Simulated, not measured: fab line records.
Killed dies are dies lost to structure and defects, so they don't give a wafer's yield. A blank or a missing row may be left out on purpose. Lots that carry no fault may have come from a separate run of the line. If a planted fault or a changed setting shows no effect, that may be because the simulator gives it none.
Split-lot trial || flow berkeley cmos170 || route with 331 steps; 5 lots, 23 wafers read

== ON THE SPLIT ==
At UCB170_GATE_PEB_10, the setting peb temp c was moved away from the recipe's 130 C on 10 of the 23 wafers read, by -2.5% to +2.5%. This setting was run at the recipe's value on the other wafers.

== FROM THE SPLIT TO THE READING: what the file shows between them, 5 steps ==
- UCB170_GATE_DEVELOP_11: develop time 45 s
- UCB170_GATE_CD_MEAS_12: target cd 350 nm
- UCB170_GATE_ETCH_14: etches BARC in N2/H2
- UCB170_GATE_ETCH_15: etches poly-Si in HBr/Cl2, stops on SiO2, time 56.3 s, target depth 278.2 nm
- UCB170_GATE_STRIP_16: strips in O2

== THE READING ==
At UCB170_GATE_CD_MEAS_90: cd nm in nanometres, against a target cd of 350 nm. On this fab line, fault-free wafers typically give 349.8 nm with a standard deviation of 1.4 nm.

{"wafer": "L074.1", "tool, chamber at the split": "litho track-03, 0", "peb temp c as run, C": 127.5, "against the recipe": "-1.9%", "cd nm, nm": 370.0, "against lot-mates on the recipe": "+19.5"}
{"wafer": "L074.2", "tool, chamber at the split": "litho track-03, 0", "peb temp c as run, C": 127.5, "against the recipe": "-1.9%", "cd nm, nm": 369.3, "against lot-mates on the recipe": "+18.8"}
{"wafer": "L074.4", "tool, chamber at the split": "litho track-03, 0", "peb temp c as run, C": 130, "against the recipe": "recipe", "cd nm, nm": 351.6, "against lot-mates on the recipe": "-"}
{"wafer": "L074.5", "tool, chamber at the split": "litho track-03, 0", "peb temp c as run, C": 130, "against the recipe": "recipe", "cd nm, nm": 351.2, "against lot-mates on the recipe": "-"}
{"wafer": "L074.6", "tool, chamber at the split": "litho track-03, 0", "peb temp c as run, C": 130, "against the recipe": "recipe", "cd nm, nm": 348.7, "against lot-mates on the recipe": "-"}
{"wafer": "L075.1", "tool, chamber at the split": "litho track-03, 0", "peb temp c as run, C": 130, "against the recipe": "recipe", "cd nm, nm": 350.0, "against lot-mates on the recipe": "-"}
{"wafer": "L075.3", "tool, chamber at the split": "litho track-03, 0", "peb temp c as run, C": 130, "against the recipe": "recipe", "cd nm, nm": 348.6, "against lot-mates on the recipe": "-"}
{"wafer": "L075.6", "tool, chamber at the split": "litho track-03, 0", "peb temp c as run, C": 130, "against the recipe": "recipe", "cd nm, nm": 347.3, "against lot-mates on the recipe": "-"}
{"wafer": "L078.1", "tool, chamber at the split": "litho track-04, 0", "peb temp c as run, C": 132, "against the recipe": "+1.5%", "cd nm, nm": 338.1, "against lot-mates on the recipe": -13.2}
{"wafer": "L078.3", "tool, chamber at the split": "litho track-04, 0", "peb temp c as run, C": 130, "against the recipe": "recipe", "cd nm, nm": 351.6, "against lot-mates on the recipe": "-"}
{"wafer": "L078.4", "tool, chamber at the split": "litho track-04, 0", "peb temp c as run, C": 132, "against the recipe": "+1.5%", "cd nm, nm": 339.4, "against lot-mates on the recipe": -11.9}
{"wafer": "L078.5", "tool, chamber at the split": "litho track-04, 0", "peb temp c as run, C": 130, "against the recipe": "recipe", "cd nm, nm": 350.2, "against lot-mates on the recipe": "-"}
{"wafer": "L078.6", "tool, chamber at the split": "litho track-04, 0", "peb temp c as run, C": 130, "against the recipe": "recipe", "cd nm, nm": 352.2, "against lot-mates on the recipe": "-"}
{"wafer": "L079.1", "tool, chamber at the split": "litho track-02, 0", "peb temp c as run, C": 133.2, "against the recipe": "+2.5%", "cd nm, nm": 331.6, "against lot-mates on the recipe": -18.1}
{"wafer": "L079.2", "tool, chamber at the split": "litho track-02, 0", "peb temp c as run, C": 130, "against the recipe": "recipe", "cd nm, nm": 349.4, "against lot-mates on the recipe": "-"}
{"wafer": "L079.4", "tool, chamber at the split": "litho track-02, 0", "peb temp c as run, C": 133.2, "against the recipe": "+2.5%", "cd nm, nm": 329.7, "against lot-mates on the recipe": -20.1}
{"wafer": "L079.5", "tool, chamber at the split": "litho track-02, 0", "peb temp c as run, C": 130, "against the recipe": "recipe", "cd nm, nm": 350.1, "against lot-mates on the recipe": "-"}
{"wafer": "L079.6", "tool, chamber at the split": "litho track-02, 0", "peb temp c as run, C": 133.2, "against the recipe": "+2.5%", "cd nm, nm": 328.2, "against lot-mates on the recipe": -21.6}
{"wafer": "L081.2", "tool, chamber at the split": "litho track-02, 0", "peb temp c as run, C": 126.7, "against the recipe": "-2.5%", "cd nm, nm": 373.4, "against lot-mates on the recipe": "+25.4"}
{"wafer": "L081.3", "tool, chamber at the split": "litho track-02, 0", "peb temp c as run, C": 130, "against the recipe": "recipe", "cd nm, nm": 348.8, "against lot-mates on the recipe": "-"}
{"wafer": "L081.4", "tool, chamber at the split": "litho track-02, 0", "peb temp c as run, C": 130, "against the recipe": "recipe", "cd nm, nm": 347.1, "against lot-mates on the recipe": "-"}
{"wafer": "L081.5", "tool, chamber at the split": "litho track-02, 0", "peb temp c as run, C": 126.7, "against the recipe": "-2.5%", "cd nm, nm": 373.9, "against lot-mates on the recipe": "+25.9"}
{"wafer": "L081.6", "tool, chamber at the split": "litho track-02, 0", "peb temp c as run, C": 126.7, "against the recipe": "-2.5%", "cd nm, nm": 373.5, "against lot-mates on the recipe": "+25.5"}

FIT RESULTS
A straight line over all 23 wafers: cd nm changes by -8.83 nm for each +1% of peb temp c; r = -0.99; the points scatter about the line by 1.8 nm.
The same after taking each lot's own level away (the mean of its wafers on the recipe; 23 wafers): -9.14 nm for each +1%; r = -0.99; scatter 1.5 nm.
On that fit, the largest move of peb temp c shifts the reading by 23 nm.
The span of the lots' own levels, 347.95 to 351.33 nm, comes to 2.4 times the standard deviation stated above.
Hence the lot-to-lot level has little effect on the slope; both slopes agree.
Check: for one of the wafers moved furthest among these (-2.5%), held out of the fit, the line's prediction against its lot-mates is +23.9 nm. It came out at +25.4 nm against them.

== THE WHOLE CHAIN: every reading that the file lists as answering this split, in the file's order ==
{"step": "UCB170_GATE_CD_MEAS_12", "what it does": "target cd 350 nm", "reading": "cd nm", "change (the file's fit)": "-9.09 nm for each +1% of the setting", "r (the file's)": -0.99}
{"step": "UCB170_GATE_ETCH_15", "what it does": "etches poly-Si in HBr/Cl2, stops on SiO2, time 56.3 s, target depth 278.2 nm", "reading": "GATE.cd nm (the simulator's own value, which no gauge read)", "change (the file's fit)": "-9.17 nm for each +1% of the setting", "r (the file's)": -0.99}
{"step": "UCB170_GATE_CD_MEAS_90", "what it does": "target cd 350 nm", "reading": "cd nm", "change (the file's fit)": "-9.18 nm for each +1% of the setting", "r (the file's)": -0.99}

== FILE'S OWN FIT ==
cd nm changes by -9.18 nm for each +1% of peb temp c, r = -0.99.
